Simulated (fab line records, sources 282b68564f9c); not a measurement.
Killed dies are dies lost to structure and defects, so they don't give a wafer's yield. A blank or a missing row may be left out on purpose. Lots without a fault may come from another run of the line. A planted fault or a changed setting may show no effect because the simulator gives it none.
One fault seen from 2 desks | flow rit_cmos | each desk has only its own numbers; what lay behind them comes last

THE METROLOGY DESK
What the gauges read, lot by lot, whatever tool the lot ran on: means of the sampled wafers that have a number. A lot is out of limits, marked OUT, if its mean lies more than 4 standard deviations from the usual mean; the brackets give that distance.
Columns: A = M1_AL_RS at RIT_M1_RS_MEAS_01, usual 0.0731 ohm/sq; B = M1_AL_THK at RIT_M1_THK_MEAS_02, usual 398 nm
lot  | first seen here | A                | B
L412 | day 3 12:01     | 0.0730           | 399
L413 | day 3 14:45     | 0.0740           | 393
L414 | day 3 17:53     | 0.0722           | 402
L415 | day 4 01:44     | 0.0644 (-11) OUT | 471 (+16) OUT
L420 | day 5 04:49     | 0.0629 (-13) OUT | 483 (+18) OUT
L425 | day 6 06:08     | 0.0743           | 391
L427 | day 6 13:47     | 0.0734           | 399
L429 | day 7 00:38     | 0.0729           | 399
L431 | day 7 10:24     | 0.0733           | 396
L432 | day 7 16:43     | 0.0733           | 397
L433 | day 7 21:51     | 0.0733           | 398
L434 | day 7 23:19     | 0.0732           | 398
L435 | day 8 07:31     | 0.0738           | 394
This desk's finding: out of limits on L415, L420; first on L415, day 4 01:44 (M1_AL_RS at RIT_M1_RS_MEAS_01). In limits: L412, L413, L414, L425, L427, L429, L431, L432, L433, L434, L435.

THE TOOL OWNER'S DESK: pvd_sputter-04
The tool's own readings at RIT_M1_SPUTTER_00 (material Al, target thk 400 nm, time 500 s): means of the sampled wafers that have a number, for each lot that ran on this tool. A lot is out of limits, marked OUT, if its mean lies more than 4 standard deviations from the usual mean; the brackets give that distance.
Columns: A = throttle_valve_pct at RIT_M1_SPUTTER_00, usual 30.6 %
lot  | first seen here | A
L412 | day 3 11:43     | 30.8
L414 | day 3 17:34     | 30.5
L415 | day 4 01:27     | 31.0
L420 | day 5 04:32     | 30.7
L432 | day 7 16:26     | 31.4
L434 | day 7 22:58     | 30.8
This desk's finding: nothing out of limits on any of the 6 lots.

PUT TOGETHER
The metrology desk could have raised an alarm at day 4 01:44, on L415, L420.
The tool owner's desk saw nothing out of limits.
The tool owner's desk has L415, L420 on record, within its limits.
Of the lots named, all ran RIT_M1_SPUTTER_00 on pvd_sputter-04.

WHAT THE SIMULATOR HAD PUT IN
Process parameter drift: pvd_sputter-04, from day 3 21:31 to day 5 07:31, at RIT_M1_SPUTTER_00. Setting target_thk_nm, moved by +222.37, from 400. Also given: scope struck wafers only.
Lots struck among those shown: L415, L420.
Hours from the fault's start to each desk's first reading out of limits: the metrology desk, 4.
